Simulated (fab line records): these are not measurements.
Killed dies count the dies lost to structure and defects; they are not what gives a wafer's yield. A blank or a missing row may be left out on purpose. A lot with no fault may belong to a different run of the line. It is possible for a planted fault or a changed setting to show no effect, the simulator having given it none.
Which tool is to blame?    flow rit-cmos    21 wafers from 7 lots sampled at 4 of the route's 202 steps

== WHAT THE GAUGES READ, wafer by wafer ==
RIT_SDANNEAL_RS_MEAS_05: a four-point-probe measurement.
lot   measured     on             NSD_RS (ohm/sq)
L721  day 3 18:19  film-metro-01  84.62 84.81 84.59
L723  day 4 06:07  film-metro-03  84.82 84.51 84.95
L725  day 4 13:24  film-metro-03  84.98 84.58 84.55
L727  day 4 22:51  film-metro-02  84.38 84.21 84.45
L732  day 6 01:57  film-metro-03  84.61 84.40 84.35
L738  day 7 04:56  film-metro-03  84.33 84.47 84.39
L741  day 7 21:53  film-metro-02  84.85 84.41 84.57

== EACH LOT AND THE TOOL THAT RAN IT (in order: tool; ch and the chambers of the sampled wafers; start) ==
lot   RIT_ACTIVE_ETCH_13                 RIT_NRETRO_STRIP_09                  RIT_SDANNEAL_CLEAN_01
L721  rie-diel-02 ch 0,1,3, day 2 05:43  plasma-asher-01 ch 0,1, day 2 21:48  wet-bench-01 ch 3, day 3 17:56
L723  rie-diel-03 ch 0,1,3, day 2 15:50  plasma-asher-04 ch 0,1, day 3 10:00  wet-bench-01 ch 3, day 4 05:45
L725  rie-diel-02 ch 0,1,3, day 3 02:23  plasma-asher-04 ch 0,1, day 3 17:09  wet-bench-02 ch 3, day 4 13:00
L727  rie-diel-04 ch 0,2,3, day 3 11:59  plasma-asher-04 ch 0,1, day 4 02:40  wet-bench-03 ch 3, day 4 22:26
L732  rie-diel-02 ch 0,1,3, day 4 12:43  plasma-asher-01 ch 0,1, day 5 03:38  wet-bench-03 ch 2, day 6 01:32
L738  rie-diel-02 ch 0,3, day 5 18:50    plasma-asher-04 ch 0,1, day 6 09:50  wet-bench-02 ch 0, day 7 04:32
L741  rie-diel-03 ch 0,1,2, day 6 09:50  plasma-asher-04 ch 0,1, day 7 00:42  wet-bench-03 ch 0, day 7 21:29
- RIT_ACTIVE_ETCH_13: etches Si3N4 in SF6, stops on SiO2, time 210 s, target depth 210 nm.
- RIT_NRETRO_STRIP_09: strips in O2, time 180 s.
- RIT_SDANNEAL_CLEAN_01: cleans in dHF, time 30 s.

== THE ANSWER, worked out from the rows above alone ==
Rule: what is usual is taken from the lots themselves. Put in order of their means at a reading, lots are off if they are a third of the lots or fewer, leave a main group of 4 or more, and stand apart from it by a gap of 3 or more times the standard deviation of the main group's means; of several such gaps the widest counts. A main group whose means are all the same, to the digits that the tables above print for the reading, isn't used. A lot without any number at a reading at which 4 lots or more have one is off too. The other lots that the step has rows for count as sound.
Across all readings shown, no lot is off: no conclusion can be drawn from this.

== WHAT HAD BEEN PUT IN BY THE SIMULATOR ==
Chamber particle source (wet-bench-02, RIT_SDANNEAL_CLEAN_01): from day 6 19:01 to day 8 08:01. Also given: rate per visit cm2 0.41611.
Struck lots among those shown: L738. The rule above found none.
